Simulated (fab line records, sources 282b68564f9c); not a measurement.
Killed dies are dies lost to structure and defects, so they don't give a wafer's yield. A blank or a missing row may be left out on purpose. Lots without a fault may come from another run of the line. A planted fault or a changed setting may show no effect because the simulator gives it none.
fab line records | flow rit_cmos | part 2 of 2: steps 27 to 36 of 36
record lots=5 wafers=15 last_day=7
route steps=202 shown PRETRO@65 GATE@75 FOX2@80 REOX@98
lots that met no fault: from a run of the same line without faults
start_h: hours from the record's first day to the start of the lot's first wafer shown | wait_h: hours since the lot's step before | " the same as in the row above | L1.1+2: a row that stands for several wafers | - no value, or no start given | * or withheld: withheld | < > ~ a bound
route shown NAME@n: a module of which the file shows steps, and the number in the route of the first | usual: mean/standard deviation of fault-free wafers | same: alike in all rows | chamber/n: place in a boat | sites: the reading at each site | _std_site: their standard deviation | _edge_site: outer sites' mean less inner sites' | radius_mm: how far each site lies from the wafer's centre | mask NAME#n: copy n | behind: the tool/chamber that last shaped the wafer | hold: why the lot was held/for how many hours/how that ended | device: the transistor (n, p or np) that didn't switch | end of line: the same wafers' tests at the end of the route | a step without rows: its recipe alone | killed: dies lost to structure and defects at the first sort, not the wafer's yield | map: a wafer's dies, x killed, . not, _ none there
set.NAME: the setting as run; set.NAME@STEP: as run at that earlier step | model.NAME: the simulator's own value behind a step, which no gauge read
lots at some steps of the route; a table a step, a row a wafer
services: from which hour (start_h, from the record's first day; less than 0 if before it) a tool's chamber was out of use, for how many hours, and why
## steps
# step RIT_GATE_DEVELOP_15
# recipe resist=NOVOLAK develop_time_s=48.59 dev_temp_c=23
# usual chill_plate_temp_C=23.00/0.11 exhaust_pa=45.0/0.82 resist_line_temp_C=22.97/0.099
# columns lot.wafer tool chamber start_h wait_h chill_plate_temp_C exhaust_pa resist_line_temp_C
L075.2 litho_track-04 0 - - 22.90 45.2 22.94
L075.3 " 0 " " 22.98 43.5 22.87
L075.4 " 0 " " 23.10 45.9 22.94
L084.1 litho_track-01 0 - - 22.88 45.4 22.92
L084.2 " 0 " " 23.01 45.3 22.83
L084.6 " 0 " " 22.96 45.0 23.00
L086.1 litho_track-03 0 - - 23.05 44.4 22.92
L086.3 " 0 " " 23.24 43.9 22.98
L086.4 " 0 " " 23.16 43.5 23.02
L093.2 litho_track-04 0 - - 23.26 46.6 23.00
L093.4 " 0 " " 23.12 45.3 22.93
L093.5 " 0 " " 23.09 45.7 22.94
L096.2 litho_track-01 0 - - 23.00 45.3 23.00
L096.3 " 0 " " 22.86 43.7 22.99
L096.5 " 0 " " 23.01 45.0 22.86
# step RIT_GATE_CD_MEAS_16
# recipe target_cd_nm=150
# usual cd_nm=150.0/2.5
# columns lot.wafer tool chamber start_h wait_h cd_nm
L075.2 cd_sem-02 - 43.36 - 152.9
L075.3 " - " " 149.0
L075.4 " - " " 153.8
L084.1 cd_sem-02 - 89.99 - 149.1
L084.2 " - " " 148.2
L084.6 " - " " 151.0
L086.1 cd_sem-01 - 97.42 - 150.5
L086.3 " - " " 150.4
L086.4 " - " " 147.7
L093.2 cd_sem-02 - 132.28 - 149.6
L093.4 " - " " 152.8
L093.5 " - " " 151.5
L096.2 cd_sem-02 - 148.24 - 148.7
L096.3 " - " " 150.8
L096.5 " - " " 150.2
# step RIT_GATE_OVL_MEAS_17
# usual GATE_OVL=-0.7/1.3
# columns lot.wafer tool chamber start_h wait_h GATE_OVL[nm]
L075.2 overlay-02 - 43.47 0.1 -1.6
L075.3 " - " " -0.6
L075.4 " - " " -1.1
L084.1 overlay-01 - 90.11 0.1 -0.5
L084.2 " - " " 0.2
L084.6 " - " " -0.2
L086.1 overlay-02 - 97.54 0.1 -3.1
L086.3 " - " " -0.8
L086.4 " - " " -2.1
L093.2 overlay-02 - 132.39 0.1 -1.1
L093.4 " - " " -0.6
L093.5 " - " " -1.4
L096.2 overlay-01 - 148.35 0.1 1.5
L096.3 " - " " -1.5
L096.5 " - " " -0.1
# step RIT_GATE_HARDBAKE_18
# recipe resist=NOVOLAK temp_c=140 time_s=60
# usual chill_plate_temp_C=23.00/0.11 exhaust_pa=44.9/0.93 resist_line_temp_C=23.00/0.11
# columns lot.wafer tool chamber start_h wait_h chill_plate_temp_C exhaust_pa resist_line_temp_C
L075.2 litho_track-01 0 43.52 0.0 23.00 45.3 23.05
L075.3 " 0 " " 23.07 43.3 23.04
L075.4 " 0 " " 23.21 45.2 23.20
L084.1 litho_track-03 0 90.14 0.0 22.93 45.2 22.95
L084.2 " 0 " " 23.00 45.5 22.93
L084.6 " 0 " " 23.06 45.4 23.04
L086.1 litho_track-04 0 97.58 0.0 23.11 45.4 22.91
L086.3 " 0 " " 23.19 45.5 23.20
L086.4 " 0 " " 23.01 43.6 22.91
L093.2 litho_track-04 0 132.44 0.0 23.11 44.5 22.98
L093.4 " 0 " " 22.89 46.2 22.86
L093.5 " 0 " " 22.93 44.9 23.06
L096.2 litho_track-03 0 148.40 0.0 22.84 45.4 22.85
L096.3 " 0 " " 22.98 45.5 23.03
L096.5 " 0 " " 23.08 45.2 23.11
# step RIT_GATE_ETCH_19
# recipe chemistry=SF6/CHF3/O2 time_s=165 SF6_flow_sccm=30 CHF3_flow_sccm=30 O2_flow_sccm=5 target=poly-Si pressure_mtorr=40 rf_w=160 target_depth_a=3125 over_etch_frac=0.2745 stop_on=SiO2
# usual drypump_motor_current_A=5.7/0.53 oes_product_au=0.840/0.014 throttle_valve_pct=10.28/0.051
# columns lot.wafer tool chamber start_h wait_h drypump_motor_current_A oes_product_au rf_hours_counter_h throttle_valve_pct
L075.2 rie_si-02 1 43.65 0.1 5.2 0.838 130 10.24
L075.3 " 0 " " 5.1 0.859 151 10.35
L075.4 " 2 " " 5.7 0.843 108 10.37
L084.1 rie_si-01 2 90.29 0.1 5.8 0.821 148 10.24
L084.2 " 0 " " 5.3 0.822 39 10.23
L084.6 " 3 " " 6.7 0.843 - 10.28
L086.1 rie_si-01 2 97.73 0.1 5.8 0.833 148 10.24
L086.3 " 3 " " 6.7 0.841 124 10.28
L086.4 " 0 " " 5.4 0.823 39 10.23
L093.2 rie_si-02 2 132.57 0.1 5.7 0.832 109 10.38
L093.4 " 0 " " 5.1 0.828 0 10.35
L093.5 " 0 " " 5.1 0.837 - 10.34
L096.2 rie_si-01 1 148.53 0.1 5.2 0.851 1 10.26
L096.3 " 2 " " 5.8 0.830 0 10.25
L096.5 " 3 " " 6.7 0.842 - 10.28
# step RIT_GATE_STRIP_20
# recipe chemistry=O2 time_s=180 resist=NOVOLAK platen_temp_c=withheld power_w=500 pressure_mtorr=4000 o2_flow_sccm=4000
# usual drypump_motor_current_A=6.0/0.6
# columns lot.wafer tool chamber start_h wait_h drypump_motor_current_A rf_hours_counter_h
L075.2 plasma_asher-03 0 43.76 0.1 4.9 37
L075.3 " 0 " " 4.9 -
L075.4 " 1 " " 6.3 -
L084.1 plasma_asher-03 1 90.40 0.1 6.3 42
L084.2 " 0 " " 4.9 42
L084.6 " 0 " " 4.9 -
L086.1 plasma_asher-02 0 97.84 0.1 6.7 47
L086.3 " 1 " " 5.9 -
L086.4 " 0 " " 6.6 -
L093.2 plasma_asher-01 1 132.68 0.1 5.9 2
L093.4 " 1 " " 5.9 -
L093.5 " 0 " " 6.6 -
L096.2 plasma_asher-03 0 148.63 0.1 4.9 49
L096.3 " 0 " " 4.9 -
L096.5 " 1 " " 6.2 -
# step RIT_GATE_CD_MEAS_90
# recipe target_cd_nm=150
# usual cd_nm=150.1/2.5
# columns lot.wafer tool chamber start_h wait_h cd_nm
L075.2 cd_sem-02 - 43.95 0.1 152.4
L075.3 " - " " 149.3
L075.4 " - " " 154.2
L084.1 cd_sem-01 - 90.58 0.1 149.5
L084.2 " - " " 148.1
L084.6 " - " " 151.4
L086.1 cd_sem-02 - 98.01 0.1 150.3
L086.3 " - " " 150.6
L086.4 " - " " 147.9
L093.2 cd_sem-02 - 132.87 0.1 149.8
L093.4 " - " " 152.5
L093.5 " - " " 151.0
L096.2 cd_sem-02 - 148.83 0.1 148.7
L096.3 " - " " 151.0
L096.5 " - " " 150.4
# step RIT_REOX_CLEAN_00
# recipe chemistry=SC1 mix=3:3:50 time_s=600 temp_c=75
# columns lot.wafer tool chamber start_h wait_h
L075.2+3+4 wet_bench-02 1 44.05 0.1
L084.1+2+6 wet_bench-02 0 90.70 0.1
L086.1+3+4 wet_bench-02 1 98.13 0.1
L093.2+4+5 wet_bench-04 3 132.97 0.1
L096.2+3+5 wet_bench-04 2 148.93 0.1
# step RIT_REOX_CLEAN_01
# recipe chemistry=dHF dilution=50:1 time_s=30
# columns lot.wafer tool chamber start_h wait_h
L075.2+3+4 wet_bench-04 0 44.23 0.0
L084.1+2+6 wet_bench-01 1 90.91 0.0
L086.1+3+4 wet_bench-01 1 98.34 0.0
L093.2+4+5 wet_bench-02 1 133.15 0.0
L096.2+3+5 wet_bench-02 0 149.10 0.0
# step RIT_REOX_CLEAN_02
# recipe chemistry=SC2 mix=3:3:50 time_s=600 temp_c=75 dry=n2_spin
# columns lot.wafer tool chamber start_h wait_h
L075.2+3+4 wet_bench-02 3 44.24 0.0
L084.1+2+6 wet_bench-04 3 90.92 0.0
L086.1+3+4 wet_bench-04 2 98.36 0.0
L093.2+4+5 wet_bench-01 2 133.16 0.0
L096.2+3+5 wet_bench-04 2 149.12 0.0
## services
# columns tool chamber start_h hours kind
rie_si-02 - 12.78 3.4 repair
rie_si-01 1 19.97 4.9 repair
rie_si-02 2 20.21 11.9 repair
rie_si-01 2 36.74 8.8 repair
wet_bench-03 - 46.26 23.1 pm
iline_stepper-02 - 47.82 4.0 repair
lpcvd-02 - 55.15 2.8 pm
plasma_asher-04 - 56.96 2.5 repair
furnace-01 - 60.62 2.9 pm
lpcvd-02 - 61.59 0.7 repair
furnace-03 - 63.56 3.9 pm
implanter-01 - 84.56 7.5 pm
rie_si-02 0 107.17 - clean
rie_si-02 0 107.17 17.7 scheduled_down
plasma_asher-01 - 108.75 9.0 pm
plasma_asher-01 0 108.75 9.0 vent_cycle
plasma_asher-01 1 108.75 9.0 vent_cycle
iline_stepper-01 0 115.92 - calibration
plasma_asher-01 0 117.75 - clean
plasma_asher-01 1 117.75 - clean
rie_si-01 2 118.63 - clean
rie_si-01 2 118.63 15.0 scheduled_down
rie_si-01 2 118.63 15.0 vent_cycle
furnace-01 - 133.37 13.4 pm
